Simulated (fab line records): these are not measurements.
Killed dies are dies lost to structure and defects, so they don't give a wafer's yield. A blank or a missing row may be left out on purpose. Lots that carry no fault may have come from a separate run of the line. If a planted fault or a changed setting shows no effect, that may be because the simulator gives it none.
Which tool did it? / flow berkeleyCmos170 / 14 lots, 42 wafers sampled, at 4 steps of a route of 331

== WHAT THE GAUGES READ, wafer by wafer ==
UCB170_NSD_TW_MEAS_10.
lot=L245; measured=day 6 20:32; on=filmMetro-03; NSD_TW=4173 4202 4208
lot=L247; measured=day 7 05:42; on=filmMetro-03; NSD_TW=4186 4192 4219
lot=L246; measured=day 7 06:44; on=filmMetro-01; NSD_TW=4121 4086 4089
lot=L250; measured=day 8 00:35; on=filmMetro-01; NSD_TW=4137 4114 4137
lot=L249; measured=day 8 00:54; on=filmMetro-01; NSD_TW=4143 4129 4131
lot=L251; measured=day 8 09:38; on=filmMetro-01; NSD_TW=4139 4125 4143
lot=L254; measured=day 8 18:53; on=filmMetro-01; NSD_TW=4084 4100 4123
lot=L253; measured=day 8 19:02; on=filmMetro-03; NSD_TW=4180 4175 4179
lot=L258; measured=day 9 09:31; on=filmMetro-03; NSD_TW=4219 4222 4244
lot=L259; measured=day 10 02:02; on=filmMetro-02; NSD_TW=4104 4111 4103
lot=L261; measured=day 10 02:18; on=filmMetro-01; NSD_TW=4249 4267 4227
lot=L263; measured=day 10 15:14; on=filmMetro-03; NSD_TW=4332 4336 4341
lot=L264; measured=day 11 00:22; on=filmMetro-01; NSD_TW=4127 4145 4134
lot=L267; measured=day 11 06:45; on=filmMetro-01; NSD_TW=4132 4129 4138

UCB170_SDANNEAL_RS_MEAS_03: uses a four-point probe to measure.
lot=L245; measured=day 6 21:48; on=filmMetro-03; NSD_RS (ohm/sq)=37.15 37.20 37.12
lot=L247; measured=day 7 11:08; on=filmMetro-02; NSD_RS (ohm/sq)=37.18 37.23 37.20
lot=L246; measured=day 7 11:09; on=filmMetro-01; NSD_RS (ohm/sq)=37.26 37.31 37.28
lot=L250; measured=day 8 04:44; on=filmMetro-02; NSD_RS (ohm/sq)=37.29 37.29 37.19
lot=L249; measured=day 8 04:46; on=filmMetro-01; NSD_RS (ohm/sq)=37.25 37.26 37.28
lot=L251; measured=day 8 11:26; on=filmMetro-02; NSD_RS (ohm/sq)=37.26 37.26 37.26
lot=L254; measured=day 8 20:44; on=filmMetro-01; NSD_RS (ohm/sq)=37.39 37.40 37.45
lot=L253; measured=day 8 21:09; on=filmMetro-02; NSD_RS (ohm/sq)=37.23 37.13 37.16
lot=L258; measured=day 9 10:59; on=filmMetro-02; NSD_RS (ohm/sq)=37.29 37.22 37.28
lot=L259; measured=day 10 03:30; on=filmMetro-02; NSD_RS (ohm/sq)=37.20 37.25 37.40
lot=L261; measured=day 10 03:37; on=filmMetro-01; NSD_RS (ohm/sq)=36.12 36.14 36.12
lot=L263; measured=day 10 16:35; on=filmMetro-03; NSD_RS (ohm/sq)=36.23 36.16 36.25
lot=L264; measured=day 11 01:42; on=filmMetro-03; NSD_RS (ohm/sq)=37.26 37.26 37.21
lot=L267; measured=day 11 10:41; on=filmMetro-02; NSD_RS (ohm/sq)=37.07 37.05 37.08

== WHAT TOOL EACH LOT RAN ON (gives the tool, then ch and the chambers of the sampled wafers, and finally the start) ==
lot=L245; UCB170_NSD_IMPLANT_08=implanter-03 ch 0, day 6 20:18; UCB170_NSD_STRIP_09=plasmaAsher-04 ch 0,1, day 6 20:26
lot=L247; UCB170_NSD_IMPLANT_08=implanter-03 ch 0, day 7 05:27; UCB170_NSD_STRIP_09=plasmaAsher-04 ch 0,1, day 7 05:36
lot=L246; UCB170_NSD_IMPLANT_08=implanter-02 ch 0, day 7 06:29; UCB170_NSD_STRIP_09=plasmaAsher-01 ch 0,1, day 7 06:36
lot=L250; UCB170_NSD_IMPLANT_08=implanter-03 ch 0, day 8 00:21; UCB170_NSD_STRIP_09=plasmaAsher-02 ch 1, day 8 00:29
lot=L249; UCB170_NSD_IMPLANT_08=implanter-02 ch 0, day 8 00:42; UCB170_NSD_STRIP_09=plasmaAsher-02 ch 0,1, day 8 00:49
lot=L251; UCB170_NSD_IMPLANT_08=implanter-01 ch 0, day 8 09:24; UCB170_NSD_STRIP_09=plasmaAsher-04 ch 0,1, day 8 09:32
lot=L254; UCB170_NSD_IMPLANT_08=implanter-01 ch 0, day 8 18:38; UCB170_NSD_STRIP_09=plasmaAsher-02 ch 0,1, day 8 18:47
lot=L253; UCB170_NSD_IMPLANT_08=implanter-02 ch 0, day 8 18:49; UCB170_NSD_STRIP_09=plasmaAsher-01 ch 0,1, day 8 18:56
lot=L258; UCB170_NSD_IMPLANT_08=implanter-03 ch 0, day 9 09:18; UCB170_NSD_STRIP_09=plasmaAsher-01 ch 0,1, day 9 09:26
lot=L259; UCB170_NSD_IMPLANT_08=implanter-03 ch 0, day 10 01:50; UCB170_NSD_STRIP_09=plasmaAsher-01 ch 0,1, day 10 01:56
lot=L261; UCB170_NSD_IMPLANT_08=implanter-01 ch 0, day 10 02:05; UCB170_NSD_STRIP_09=plasmaAsher-04 ch 0,1, day 10 02:13
lot=L263; UCB170_NSD_IMPLANT_08=implanter-01 ch 0, day 10 15:01; UCB170_NSD_STRIP_09=plasmaAsher-04 ch 0,1, day 10 15:09
lot=L264; UCB170_NSD_IMPLANT_08=implanter-03 ch 0, day 11 00:08; UCB170_NSD_STRIP_09=plasmaAsher-04 ch 0,1, day 11 00:17
lot=L267; UCB170_NSD_IMPLANT_08=implanter-03 ch 0, day 11 06:30; UCB170_NSD_STRIP_09=plasmaAsher-02 ch 0,1, day 11 06:39
- UCB170_NSD_IMPLANT_08
- UCB170_NSD_STRIP_09: strips in O2.

== WHAT THE TOOLS THEMSELVES READ (means of the sampled wafers that have a number; where no wafer has one, the mark that the record gives instead) ==
UCB170_NSD_IMPLANT_08.
lot=L245; tool=implanter-03; beamEnergyKeV=40.002; beamOnS (s)=10.06; faradayCurrentUA=9217; tiltDeg (degrees)=7.017
lot=L247; tool=implanter-03; beamEnergyKeV=39.992; beamOnS (s)=9.71; faradayCurrentUA=9498; tiltDeg (degrees)=6.970
lot=L246; tool=implanter-02; beamEnergyKeV=39.985; beamOnS (s)=10.05; faradayCurrentUA=9241; tiltDeg (degrees)=7.008
lot=L250; tool=implanter-03; beamEnergyKeV=39.996; beamOnS (s)=10.00; faradayCurrentUA=9263; tiltDeg (degrees)=7.002
lot=L249; tool=implanter-02; beamEnergyKeV=40.002; beamOnS (s)=10.03; faradayCurrentUA=9242; tiltDeg (degrees)=6.991
lot=L251; tool=implanter-01; beamEnergyKeV=40.000; beamOnS (s)=9.62; faradayCurrentUA=9601; tiltDeg (degrees)=7.017
lot=L254; tool=implanter-01; beamEnergyKeV=39.975; beamOnS (s)=9.98; faradayCurrentUA=9266; tiltDeg (degrees)=6.989
lot=L253; tool=implanter-02; beamEnergyKeV=40.006; beamOnS (s)=9.95; faradayCurrentUA=9302; tiltDeg (degrees)=6.982
lot=L258; tool=implanter-03; beamEnergyKeV=39.976; beamOnS (s)=10.02; faradayCurrentUA=9214; tiltDeg (degrees)=7.024
lot=L259; tool=implanter-03; beamEnergyKeV=39.991; beamOnS (s)=10.11; faradayCurrentUA=9174; tiltDeg (degrees)=7.011
lot=L261; tool=implanter-01; beamEnergyKeV=44.172; beamOnS (s)=9.94; faradayCurrentUA=9279; tiltDeg (degrees)=7.018
lot=L263; tool=implanter-01; beamEnergyKeV=44.150; beamOnS (s)=9.92; faradayCurrentUA=9301; tiltDeg (degrees)=6.994
lot=L264; tool=implanter-03; beamEnergyKeV=39.991; beamOnS (s)=9.93; faradayCurrentUA=9342; tiltDeg (degrees)=7.000
lot=L267; tool=implanter-03; beamEnergyKeV=40.003; beamOnS (s)=10.20; faradayCurrentUA=9105; tiltDeg (degrees)=6.986

UCB170_NSD_STRIP_09.
lot=L245; tool=plasmaAsher-04; drypumpMotorCurrentA (A)=5.0; oesProductAu (a.u.)=0.533; stripTimeToEndpointS (s)=35.80
lot=L247; tool=plasmaAsher-04; drypumpMotorCurrentA (A)=4.8; oesProductAu (a.u.)=0.535; stripTimeToEndpointS (s)=35.96
lot=L246; tool=plasmaAsher-01; drypumpMotorCurrentA (A)=6.0; oesProductAu (a.u.)=0.528; stripTimeToEndpointS (s)=35.82
lot=L250; tool=plasmaAsher-02; drypumpMotorCurrentA (A)=6.2; oesProductAu (a.u.)=0.531; stripTimeToEndpointS (s)=35.85
lot=L249; tool=plasmaAsher-02; drypumpMotorCurrentA (A)=6.1; oesProductAu (a.u.)=0.535; stripTimeToEndpointS (s)=35.77
lot=L251; tool=plasmaAsher-04; drypumpMotorCurrentA (A)=5.0; oesProductAu (a.u.)=0.536; stripTimeToEndpointS (s)=35.81
lot=L254; tool=plasmaAsher-02; drypumpMotorCurrentA (A)=6.1; oesProductAu (a.u.)=0.533; stripTimeToEndpointS (s)=35.70
lot=L253; tool=plasmaAsher-01; drypumpMotorCurrentA (A)=5.8; oesProductAu (a.u.)=0.535; stripTimeToEndpointS (s)=35.99
lot=L258; tool=plasmaAsher-01; drypumpMotorCurrentA (A)=5.9; oesProductAu (a.u.)=0.536; stripTimeToEndpointS (s)=35.78
lot=L259; tool=plasmaAsher-01; drypumpMotorCurrentA (A)=5.8; oesProductAu (a.u.)=0.536; stripTimeToEndpointS (s)=35.80
lot=L261; tool=plasmaAsher-04; drypumpMotorCurrentA (A)=5.1; oesProductAu (a.u.)=0.525; stripTimeToEndpointS (s)=37.37
lot=L263; tool=plasmaAsher-04; drypumpMotorCurrentA (A)=4.8; oesProductAu (a.u.)=0.521; stripTimeToEndpointS (s)=37.36
lot=L264; tool=plasmaAsher-04; drypumpMotorCurrentA (A)=4.8; oesProductAu (a.u.)=0.537; stripTimeToEndpointS (s)=35.85
lot=L267; tool=plasmaAsher-02; drypumpMotorCurrentA (A)=6.1; oesProductAu (a.u.)=0.531; stripTimeToEndpointS (s)=35.78

== THE ANSWER, worked out from the rows above alone ==
Rule: what is usual is taken from the lots themselves. The widest of any qualifying gaps counts: lots, ordered by their means at a reading, are off when they make up no more than a third of the lots, leave a main group of 4 or more, and stand apart from it by 3 or more times the standard deviation of that group's means. If all means in a main group match to the digits the tables above print for the reading, that group is not used. Also off: a lot with no number at a reading for which 4 or more lots have one. All remaining lots with rows at the step are treated as sound. Order of review: gauges by route order, followed by the tools' own readings, for which a lot's mean as printed above is used. The first step at which some lot is off is used, and at that step the reading that is off furthest; a lot without a number counts as furthest.
Off: L261, L263, seen at UCB170_SDANNEAL_RS_MEAS_03 (NSD_RS). Main group: mean 37.24 ohm/sq, sd 0.081.
If a tool, at a process step before that reading, ran all the lots that are off and no sound lot after the first of them, it fits. Not tried: the gauges at UCB170_SDANNEAL_RS_MEAS_03; whatever is off there is also off at UCB170_NSD_IMPLANT_08, on other tools, and gauge error can't account for it. One candidate fits, namely implanter-01 at UCB170_NSD_IMPLANT_08. A fault onset in the window from L254 (day 8 18:38, its last sound lot) to L261 (day 10 02:05, its first lot off) fits.
The tool's own readings at UCB170_NSD_IMPLANT_08 bear it out: on the lots that are off they differ by more than 5 times the standard deviation of the sound lots' means. beamEnergyKeV reads 44.161 there against 39.993 on the sound lots.

== WHAT WAS PUT IN BY THE SIMULATOR ==
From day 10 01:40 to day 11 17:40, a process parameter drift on implanter-01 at UCB170_NSD_IMPLANT_08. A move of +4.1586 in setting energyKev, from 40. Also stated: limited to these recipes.
Lots struck among those shown: L261, L263. This agrees with what the rule above found.
